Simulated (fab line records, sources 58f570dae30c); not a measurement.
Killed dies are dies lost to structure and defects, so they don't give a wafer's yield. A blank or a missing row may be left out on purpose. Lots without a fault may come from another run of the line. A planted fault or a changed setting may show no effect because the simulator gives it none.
Chamber matching | flow berkeley_cmos170 | UCB170_V1_CMP_02 on cmp-02: 4 sister chambers
The step polishes SiO2. 14 wafers are shown with their chamber, then 7 later ones without.

WAFERS WITH THEIR CHAMBER
wafer  | chamber | motor_current_A (A) | edge_zone_pressure_frac | head_pressure_psi (psi)
L377.2 | 2       | 16.0                | 0.999                   | 6.009
L377.3 | 0       | 13.1                | 0.995                   | 6.003
L377.4 | 1       | 17.9                | 0.992                   | 5.998
L381.1 | 3       | 19.2                | 1.001                   | 6.000
L381.3 | 0       | 14.4                | 1.001                   | 6.006
L381.6 | 2       | 16.6                | 1.000                   | 5.981
L383.3 | 3       | 19.2                | 1.009                   | 5.997
L383.5 | 3       | 18.5                | 1.003                   | 6.012
L383.6 | 2       | 16.3                | 0.996                   | 5.996
L388.1 | 0       | 14.7                | 0.990                   | 6.011
L388.4 | 2       | 14.0                | 1.001                   | 6.023
L388.5 | 0       | 15.1                | 1.000                   | 5.990
L394.1 | 1       | 16.9                | 1.001                   | 6.021
L394.2 | 0       | 13.5                | 1.007                   | 5.991

SIGNATURES (means of the wafers above)
reading                 | chamber 0 | chamber 1 | chamber 2 | chamber 3 | scatter within a chamber
motor_current_A         | 14.160    | 17.400    | 15.725    | 18.967    | 0.881
edge_zone_pressure_frac | 0.99860   | 0.99650   | 0.99900   | 1.00433   | 0.00504
head_pressure_psi       | 6.00020   | 6.00950   | 6.00225   | 6.00300   | 0.0131
Rule: a wafer's distance from a chamber is the root of the sum, over the readings, of the square of ((its reading less the chamber's mean) divided by the reading's scatter). The wafer belongs to the nearest chamber; if the next one is less than 2 further off, it can't be placed. The scatter: the root of (the sum of the squares of (reading less its chamber's mean) over the shown wafers, divided by (wafers less chambers)).

WAFERS WITHOUT THEIR CHAMBER
wafer  | motor_current_A (A) | edge_zone_pressure_frac | head_pressure_psi (psi)
L394.6 | 14.0                | 1.008                   | 6.014
L396.3 | 15.6                | 1.007                   | 6.012
L396.5 | 19.8                | 0.998                   | 6.018
L396.6 | 16.1                | 0.998                   | 6.018
L400.2 | 14.6                | 1.002                   | 5.977
L400.5 | 15.6                | 1.000                   | 6.003
L400.6 | 16.9                | 1.003                   | 6.001

WHICH CHAMBER EACH WENT THROUGH
wafer  | from the rows above               | in truth
L394.6 | can't be placed: 0 or 2           | 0
L396.3 | can't be placed: 2 or 0 or 1      | 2
L396.5 | can't be placed: 3 or 1           | 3
L396.6 | can't be placed: 2 or 1 or 0      | 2
L400.2 | can't be placed: 0 or 2           | 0
L400.5 | can't be placed: 2 or 0 or 1      | 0
L400.6 | can't be placed: 1 or 2 or 3 or 0 | 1
Placed correctly: 0 of 7. Can't be placed from these rows: 7 (the true chamber is among the candidates in 7). Placed wrongly: 0.
